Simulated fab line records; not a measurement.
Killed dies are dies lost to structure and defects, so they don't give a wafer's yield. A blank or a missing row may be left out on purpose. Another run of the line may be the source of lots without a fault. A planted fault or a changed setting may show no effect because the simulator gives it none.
Which of the tools did it? -- flow berkeley cmos170 -- 15 lots, 45 wafers sampled, at 3 steps of a route of 331

WHAT EACH GAUGE READ, for each wafer
UCB170_PSD_OVL_MEAS_07. Usual: PSD_OVL gives -1 nm (standard deviation 5.3).
lot,measured,on,PSD_OVL (nm),flag
L744,day 7 04:29,overlay-02,-3 -5 -8,
L745,day 7 04:46,overlay-02,-5 -3 4,
L748,day 7 14:03,overlay-02,-5 -6 0,
L746,day 7 14:08,overlay-01,1 4 -5,
L750,day 7 22:43,overlay-01,-10 -9 0,
L749,day 7 22:43,overlay-02,6 -2 0,
L751,day 7 22:59,overlay-02,-5 -2 -4,
L752,day 8 16:31,overlay-02,0 6 4,
L753,day 8 16:46,overlay-01,-2 1 -2,
L755,day 9 11:48,overlay-02,-6 -4 -9,
L760,day 10 19:30,overlay-02,8 4 2,
L759,day 10 19:51,overlay-01,3 -2 -6,
L763,day 11 08:07,overlay-01,-12 -4 -11,
L764,day 11 10:26,overlay-02,-15 -2 -8,
L765,day 11 17:14,overlay-02,-1 -2 4,

UCB170_NSD_TW_MEAS_10. Usual: NSD_TW gives 4211 (standard deviation 25).
lot,measured,on,NSD_TW,flag
L744,day 7 10:19,film metro-02,4224 4191 4188,
L745,day 7 10:25,film metro-04,4220 4203 4231,
L748,day 7 16:38,film metro-04,4224 4239 4227,
L746,day 7 16:47,film metro-02,4180 4199 4177,
L750,day 8 01:55,film metro-02,4203 4200 4187,
L749,day 8 01:49,film metro-04,4220 4229 4238,
L751,day 8 02:02,film metro-02,4184 4198 4207,
L752,day 8 18:26,film metro-03,4248 4252 4245,
L753,day 8 18:41,film metro-02,4204 4195 4206,
L755,day 9 14:16,film metro-03,4236 4249 4216,
L760,day 10 21:16,film metro-03,4230 4271 4264,
L759,day 10 22:04,film metro-03,4234 4261 4246,
L763,day 11 10:44,film metro-02,4164 4184 4177,
L764,day 11 13:04,film metro-03,4240 4230 4254,
L765,day 11 19:36,film metro-02,4194 4179 4174,

EACH LOT AND THE TOOL THAT RAN IT (in order: tool; ch and the chambers of the sampled wafers; start)
lot,UCB170_NSD_STRIP_09
L744,"plasma asher-03 ch 0,1, day 7 10:12"
L745,"plasma asher-02 ch 0,1, day 7 10:20"
L748,"plasma asher-03 ch 0,1, day 7 16:32"
L746,"plasma asher-03 ch 0,1, day 7 16:41"
L750,"plasma asher-02 ch 0,1, day 8 01:49"
L749,"plasma asher-03 ch 0,1, day 8 01:44"
L751,"plasma asher-03 ch 0,1, day 8 01:56"
L752,"plasma asher-03 ch 0,1, day 8 18:20"
L753,"plasma asher-02 ch 0,1, day 8 18:34"
L755,"plasma asher-04 ch 0,1, day 9 14:10"
L760,"plasma asher-03 ch 0,1, day 10 21:10"
L759,"plasma asher-02 ch 0,1, day 10 21:58"
L763,"plasma asher-04 ch 0,1, day 11 10:38"
L764,"plasma asher-02 ch 0,1, day 11 12:58"
L765,"plasma asher-04 ch 0,1, day 11 19:31"
- UCB170_NSD_STRIP_09: strips in O2.

AS READ BY THE TOOLS THEMSELVES (means over the sampled wafers that have a number; for cases with no such wafer, the mark the record gives instead)
UCB170_NSD_STRIP_09. Usual: chamber pressure mTorr 3500 mTorr, standard deviation 3.3; drypump motor current A 5.4 A, standard deviation 0.45; oes product au 0.534 a.u., standard deviation 0.0041; strip time to endpoint s 35.89 s, standard deviation 0.077.
lot,tool,chamber pressure mTorr (mTorr),drypump motor current A (A),oes product au (a.u.),strip time to endpoint s (s),flag
L744,plasma asher-03,3498,5.8,0.538,35.90,
L745,plasma asher-02,3498,5.1,0.535,35.82,
L748,plasma asher-03,3498,5.4,0.533,35.89,
L746,plasma asher-03,3499,5.8,0.532,35.83,
L750,plasma asher-02,3501,5.2,0.530,35.88,
L749,plasma asher-03,3498,5.8,0.530,35.89,
L751,plasma asher-03,3500,5.4,0.534,35.97,
L752,plasma asher-03,3503,5.4,0.533,36.02,
L753,plasma asher-02,3500,5.1,0.531,35.95,
L755,plasma asher-04,3499,5.4,0.539,35.90,
L760,plasma asher-03,3500,5.8,0.534,35.96,
L759,plasma asher-02,3505,5.2,0.532,35.83,
L763,plasma asher-04,3504,5.4,0.533,35.88,
L764,plasma asher-02,3501,5.1,0.533,35.75,
L765,plasma asher-04,3499,5.5,0.534,35.82,

THE ANSWER, worked out from the rows above alone
Rule: a lot counts as off when the mean over its wafers that have a number is more than 3 standard deviations away from the usual mean. Also off: a lot with no number at a reading for which 4 or more lots have one. All remaining lots with rows at the step are treated as sound. Order of review: gauges by route order, followed by the tools' own readings, for which a lot's mean as printed above is used. The first step at which some lot is off is used, and at that step the reading that is off furthest; a lot without a number counts as furthest.
Across all readings shown, no lot is off: no conclusion can be drawn from this.

WHAT THE SIMULATOR HAD INSERTED
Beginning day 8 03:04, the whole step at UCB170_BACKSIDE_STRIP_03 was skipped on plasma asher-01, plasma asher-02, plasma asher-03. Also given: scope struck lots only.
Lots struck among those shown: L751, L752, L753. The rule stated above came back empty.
